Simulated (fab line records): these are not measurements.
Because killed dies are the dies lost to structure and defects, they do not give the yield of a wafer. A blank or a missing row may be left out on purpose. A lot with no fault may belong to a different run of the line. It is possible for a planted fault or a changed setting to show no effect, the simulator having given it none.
Which tool is to blame?    flow rit cmos    42 wafers from 14 lots sampled at 4 of the route's 202 steps

WHAT EACH GAUGE READ, for each wafer
RIT_NLDD_OVL_MEAS_06. Usual: for NLDD_OVL the level is -1.2 nm and the standard deviation is 1.5.
lot   measured     on          NLDD_OVL (nm)   flag
L357  day 3 06:41  overlay-01  -1.8 -0.6 -1.6  
L358  day 3 09:15  overlay-02  -2.5 -2.2 -3.3  
L359  day 3 14:18  overlay-01  -0.4 0.1 -1.6   
L361  day 3 23:44  overlay-02  -2.3 -0.2 -1.9  
L362  day 4 03:39  overlay-02  1.2 -0.3 0.1    
L366  day 4 23:49  overlay-02  - - -           OFF
L367  day 5 04:25  overlay-01  - - -           OFF
L368  day 5 11:46  overlay-01  -3.0 -4.0 -1.2  
L369  day 5 15:13  overlay-02  -1.7 -1.6 -2.4  
L371  day 6 01:38  overlay-02  -0.9 -1.3 1.5   
L372  day 6 07:54  overlay-02  -0.5 -1.7 -2.7  
L374  day 6 17:37  overlay-02  1.1 -0.6 0.5    
L376  day 7 02:34  overlay-02  -0.9 -0.8 -2.6  
L377  day 7 13:01  overlay-02  -1.0 -0.3 1.0   

RIT_PLDD_TW_MEAS_10. Usual: for PLDD_TW the level is 2336 and the standard deviation is 32.
lot   measured     on             PLDD_TW         flag
L357  day 3 08:45  film metro-01  2292 2301 2296  
L358  day 3 11:11  film metro-01  2300 2308 2315  
L359  day 3 16:22  film metro-02  2359 2360 2362  
L361  day 4 01:47  film metro-01  2300 2293 2308  
L362  day 4 05:43  film metro-01  2305 2302 2305  
L366  day 5 01:58  film metro-01  2840 2829 2817  OFF
L367  day 5 06:25  film metro-03  2856 2864 2865  OFF
L368  day 5 13:42  film metro-02  2366 2359 2366  
L369  day 5 17:16  film metro-03  2353 2359 2354  
L371  day 6 03:42  film metro-01  2309 2299 2304  
L372  day 6 09:50  film metro-01  2314 2317 2307  
L374  day 6 19:40  film metro-01  2311 2307 2318  
L376  day 7 04:29  film metro-03  2365 2361 2380  
L377  day 7 14:59  film metro-02  2373 2357 2376  

RIT_NSD_TW_MEAS_10. Usual: for NSD_TW the level is 3115 and the standard deviation is 38.
lot   measured     on             NSD_TW          flag
L357  day 3 12:55  film metro-01  3064 3072 3053  
L358  day 3 16:54  film metro-03  3141 3155 3142  
L359  day 3 20:25  film metro-01  3084 3057 3059  
L361  day 4 05:54  film metro-03  3118 3137 3134  
L362  day 4 09:38  film metro-01  3047 3062 3054  
L366  day 5 06:11  film metro-02  3368 3349 3357  OFF
L367  day 5 10:26  film metro-03  3331 3319 3323  OFF
L368  day 5 17:47  film metro-02  3152 3138 3148  
L369  day 5 21:18  film metro-02  3154 3147 3150  
L371  day 6 07:37  film metro-01  3073 3075 3075  
L372  day 6 13:47  film metro-01  3062 3073 3066  
L374  day 6 23:45  film metro-01  3064 3051 3056  
L376  day 7 08:37  film metro-02  3157 3145 3150  
L377  day 7 19:10  film metro-03  3139 3157 3144  

EACH LOT AND THE TOOL THAT RAN IT (in order: tool; ch and the chambers of the sampled wafers; start)
lot   RIT_NLDD_COAT_01
L357  litho track-02 ch 0, day 3 05:50
L358  litho track-04 ch 0, day 3 08:29
L359  litho track-01 ch 0, day 3 13:26
L361  litho track-02 ch 0, day 3 22:51
L362  litho track-01 ch 0, day 4 02:52
L366  litho track-01, day 4 23:08
L367  litho track-02, day 5 03:43
L368  litho track-01 ch 0, day 5 10:58
L369  litho track-01 ch 0, day 5 14:19
L371  litho track-01 ch 0, day 6 00:53
L372  litho track-02 ch 0, day 6 07:04
L374  litho track-01 ch 0, day 6 16:47
L376  litho track-04 ch 0, day 7 01:44
L377  litho track-04 ch 0, day 7 12:13
- RIT_NLDD_COAT_01: resist thk 1000 nm.

AS READ BY THE TOOLS THEMSELVES (means over the sampled wafers that have a number; for cases with no such wafer, the mark the record gives instead)
RIT_NLDD_COAT_01. Usual: chill plate temp C 22.97 C, standard deviation 0.1; dispense pressure kPa 46.2 kPa, standard deviation 0.61.
lot   tool            chill plate temp C (C)  dispense pressure kPa (kPa)  flag
L357  litho track-02  22.92                   47.2                         
L358  litho track-04  22.95                   46.0                         
L359  litho track-01  22.88                   45.8                         
L361  litho track-02  22.97                   47.2                         
L362  litho track-01  22.89                   45.8                         
L366  litho track-01  -                       -                            OFF
L367  litho track-02  -                       -                            OFF
L368  litho track-01  22.97                   45.8                         
L369  litho track-01  22.89                   45.8                         
L371  litho track-01  23.02                   45.8                         
L372  litho track-02  23.09                   47.2                         
L374  litho track-01  23.05                   45.8                         
L376  litho track-04  23.12                   46.0                         
L377  litho track-04  22.98                   46.0                         

THE ANSWER, worked out from the rows above alone
Rule: take the mean of a lot's wafers that have a number; if it is more than 3 standard deviations from the usual mean, the lot is off. Also off: a lot with no number at a reading for which 4 or more lots have one. The other lots that the step has rows for count as sound. The gauges are gone through in route order, then the tools' own readings, and for those a lot's mean is taken as printed above. At the first step where some lot is off, the reading lying furthest off is the one used; lots without a number count as furthest.
Off: at RIT_NLDD_OVL_MEAS_06 (NLDD_OVL), L366, L367. Without a number there: L366, L367.
A tool fits if, at a process step before that reading, it ran every lot that is off, and no sound lot after the first of them. Not tried: the gauges at RIT_NLDD_OVL_MEAS_06; whatever is off there is also off at RIT_PLDD_TW_MEAS_10, on other tools, and gauge error can't account for it. None of those tried fits.

WHAT HAD BEEN PUT IN BY THE SIMULATOR
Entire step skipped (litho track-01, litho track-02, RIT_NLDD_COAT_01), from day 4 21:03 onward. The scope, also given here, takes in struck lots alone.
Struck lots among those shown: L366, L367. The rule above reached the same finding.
